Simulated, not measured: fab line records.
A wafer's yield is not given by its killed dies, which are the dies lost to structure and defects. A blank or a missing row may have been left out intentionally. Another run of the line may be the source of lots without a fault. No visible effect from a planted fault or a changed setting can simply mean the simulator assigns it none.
Which tool did it? -- flow ritCmos -- 21 wafers sampled from 7 lots at 1 step of a route of 202

WHAT THE GAUGES SHOWED, per wafer
RIT_GATE_THK_MEAS_07.
lot,measured,on,GATE_OXIDE_THK (nm)
L853,day 2 15:19,filmMetro-02,3.03 2.93 3.03
L855,day 3 02:36,filmMetro-03,2.92 3.00 2.94
L858,day 3 17:46,filmMetro-04,3.05 3.07 2.94
L862,day 4 11:37,filmMetro-02,2.99 2.98 3.01
L864,day 4 22:44,filmMetro-02,3.04 3.06 3.07
L871,day 6 08:24,filmMetro-02,3.01 3.07 3.10
L875,day 7 06:46,filmMetro-04,2.95 2.99 2.98

WHICH TOOL RAN EACH LOT (tool, then ch and the chambers of the sampled wafers, then the start)
There is no process step in the record ahead of these readings.

THE ANSWER, worked out from the rows above alone
Rule: the lots themselves supply what counts as usual. Put in order of their means at a reading, lots are off if they are a third of the lots or fewer, leave a main group of 4 or more, and stand apart from it by a gap of 3 or more times the standard deviation of the main group's means; of several such gaps the widest counts. If all means in a main group match to the digits the tables above print for the reading, that group is not used. Also off: a lot with no number at a reading for which 4 or more lots have one. Any other lot the step has rows for is counted as sound.
No lot is off on any of the readings shown, so nothing can be concluded from this.

WHAT THE SIMULATOR HAD INSERTED
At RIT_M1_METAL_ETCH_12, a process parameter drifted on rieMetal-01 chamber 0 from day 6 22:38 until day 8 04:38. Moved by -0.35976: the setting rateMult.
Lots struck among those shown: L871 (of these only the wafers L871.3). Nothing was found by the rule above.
